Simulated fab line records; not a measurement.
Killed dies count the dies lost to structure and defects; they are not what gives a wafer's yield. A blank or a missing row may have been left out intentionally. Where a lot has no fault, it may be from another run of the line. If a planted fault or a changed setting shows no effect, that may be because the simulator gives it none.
Split-lot experiment :: flow berkeley_cmos170 :: 23 wafers read across 5 lots, on a route 331 steps long

ON THE SPLIT
At UCB170_FIELD_OXIDATION_01 (target thk 558.3 nm, ox time 7200 s), the setting ox_time_s was moved away from the recipe's 7200 s on 15 of the 23 wafers read, by -5.8% to +10.3%. For the rest of the wafers, this setting stayed at what the recipe calls for.

FROM THE SPLIT TO THE READING: what the file shows between them, 3 steps
- UCB170_FIELD_THK_MEAS_02
- UCB170_FIELD_WET_ETCH_05: etches Si3N4 in H3PO4, time 12600 s (also split here: time_s)
- UCB170_FIELD_WET_ETCH_06: etches SiO2 in BOE, time 22 s

THE READING
FIELD_OXIDE_LEFT_1_THK in nanometres, read at UCB170_FIELD_THK_MEAS_90. On this fab line, fault-free wafers typically give 431 nm with a standard deviation of 11 nm.

wafer: L074.1
tool, chamber at the split: -, -
ox_time_s as run, s: 7939
against the recipe: +10.3%
FIELD_OXIDE_LEFT_1_THK, nm: 466
against lot-mates on the recipe: no lot-mate on the recipe

wafer: L074.2
tool, chamber at the split: -, -
ox_time_s as run, s: 7939
against the recipe: +10.3%
FIELD_OXIDE_LEFT_1_THK, nm: 479
against lot-mates on the recipe: no lot-mate on the recipe

wafer: L074.4
tool, chamber at the split: -, -
ox_time_s as run, s: 7939
against the recipe: +10.3%
FIELD_OXIDE_LEFT_1_THK, nm: 479
against lot-mates on the recipe: no lot-mate on the recipe

wafer: L074.5
tool, chamber at the split: -, -
ox_time_s as run, s: 7939
against the recipe: +10.3%
FIELD_OXIDE_LEFT_1_THK, nm: 470
against lot-mates on the recipe: no lot-mate on the recipe

wafer: L074.6
tool, chamber at the split: -, -
ox_time_s as run, s: 7939
against the recipe: +10.3%
FIELD_OXIDE_LEFT_1_THK, nm: 462
against lot-mates on the recipe: no lot-mate on the recipe

wafer: L076.1
tool, chamber at the split: furnace-04, 0
ox_time_s as run, s: 7200
against the recipe: recipe
FIELD_OXIDE_LEFT_1_THK, nm: 426
against lot-mates on the recipe: -

wafer: L076.4
tool, chamber at the split: furnace-04, 0
ox_time_s as run, s: 7200
against the recipe: recipe
FIELD_OXIDE_LEFT_1_THK, nm: 419
against lot-mates on the recipe: -

wafer: L076.5
tool, chamber at the split: furnace-04, 0
ox_time_s as run, s: 7200
against the recipe: recipe
FIELD_OXIDE_LEFT_1_THK, nm: 428
against lot-mates on the recipe: -

wafer: L077.1
tool, chamber at the split: -, -
ox_time_s as run, s: 6784
against the recipe: -5.8%
FIELD_OXIDE_LEFT_1_THK, nm: 384
against lot-mates on the recipe: no lot-mate on the recipe

wafer: L077.2
tool, chamber at the split: -, -
ox_time_s as run, s: 6784
against the recipe: -5.8%
FIELD_OXIDE_LEFT_1_THK, nm: 390
against lot-mates on the recipe: no lot-mate on the recipe

wafer: L077.3
tool, chamber at the split: -, -
ox_time_s as run, s: 6784
against the recipe: -5.8%
FIELD_OXIDE_LEFT_1_THK, nm: 394
against lot-mates on the recipe: no lot-mate on the recipe

wafer: L077.4
tool, chamber at the split: -, -
ox_time_s as run, s: 6784
against the recipe: -5.8%
FIELD_OXIDE_LEFT_1_THK, nm: 387
against lot-mates on the recipe: no lot-mate on the recipe

wafer: L077.6
tool, chamber at the split: -, -
ox_time_s as run, s: 6784
against the recipe: -5.8%
FIELD_OXIDE_LEFT_1_THK, nm: 393
against lot-mates on the recipe: no lot-mate on the recipe

wafer: L080.1
tool, chamber at the split: -, -
ox_time_s as run, s: 7519
against the recipe: +4.4%
FIELD_OXIDE_LEFT_1_THK, nm: 440
against lot-mates on the recipe: no lot-mate on the recipe

wafer: L080.2
tool, chamber at the split: -, -
ox_time_s as run, s: 7519
against the recipe: +4.4%
FIELD_OXIDE_LEFT_1_THK, nm: 440
against lot-mates on the recipe: no lot-mate on the recipe

wafer: L080.4
tool, chamber at the split: -, -
ox_time_s as run, s: 7519
against the recipe: +4.4%
FIELD_OXIDE_LEFT_1_THK, nm: 439
against lot-mates on the recipe: no lot-mate on the recipe

wafer: L080.5
tool, chamber at the split: -, -
ox_time_s as run, s: 7519
against the recipe: +4.4%
FIELD_OXIDE_LEFT_1_THK, nm: 450
against lot-mates on the recipe: no lot-mate on the recipe

wafer: L080.6
tool, chamber at the split: -, -
ox_time_s as run, s: 7519
against the recipe: +4.4%
FIELD_OXIDE_LEFT_1_THK, nm: 446
against lot-mates on the recipe: no lot-mate on the recipe

wafer: L083.1
tool, chamber at the split: -, -
ox_time_s as run, s: 7200
against the recipe: recipe
FIELD_OXIDE_LEFT_1_THK, nm: 434
against lot-mates on the recipe: -

wafer: L083.2
tool, chamber at the split: -, -
ox_time_s as run, s: 7200
against the recipe: recipe
FIELD_OXIDE_LEFT_1_THK, nm: 435
against lot-mates on the recipe: -

wafer: L083.3
tool, chamber at the split: -, -
ox_time_s as run, s: 7200
against the recipe: recipe
FIELD_OXIDE_LEFT_1_THK, nm: 441
against lot-mates on the recipe: -

wafer: L083.4
tool, chamber at the split: -, -
ox_time_s as run, s: 7200
against the recipe: recipe
FIELD_OXIDE_LEFT_1_THK, nm: 438
against lot-mates on the recipe: -

wafer: L083.5
tool, chamber at the split: -, -
ox_time_s as run, s: 7200
against the recipe: recipe
FIELD_OXIDE_LEFT_1_THK, nm: 433
against lot-mates on the recipe: -

THE FIT
A straight line over all 23 wafers: FIELD_OXIDE_LEFT_1_THK changes by +4.83 nm for each +1% of ox_time_s; r = +0.96; the points scatter about the line by 8.4 nm.
Too few moved wafers have a lot-mate on the recipe to fit a line with each lot's own level taken away.

THE WHOLE CHAIN: every reading that the file lists as answering this split, in the file's order
step: UCB170_FIELD_OXIDATION_01
what it does: target thk 558.3 nm, ox time 7200 s
reading: SiO2_of_FIELD_OXIDATION_01.thk_nm (the simulator's own value, which no gauge read)
change (the file's fit): +4.84 nm for each +1% of the setting
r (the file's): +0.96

step: UCB170_FIELD_THK_MEAS_02
what it does: 
reading: FIELD_OXIDE_THK
change (the file's fit): +4.85 for each +1% of the setting
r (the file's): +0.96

step: UCB170_FIELD_THK_MEAS_90
what it does: 
reading: FIELD_OXIDE_LEFT_1_THK
change (the file's fit): +4.83 for each +1% of the setting
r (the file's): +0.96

FILE'S OWN FIT
FIELD_OXIDE_LEFT_1_THK changes by +4.83 nm for each +1% of ox_time_s, r = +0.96.
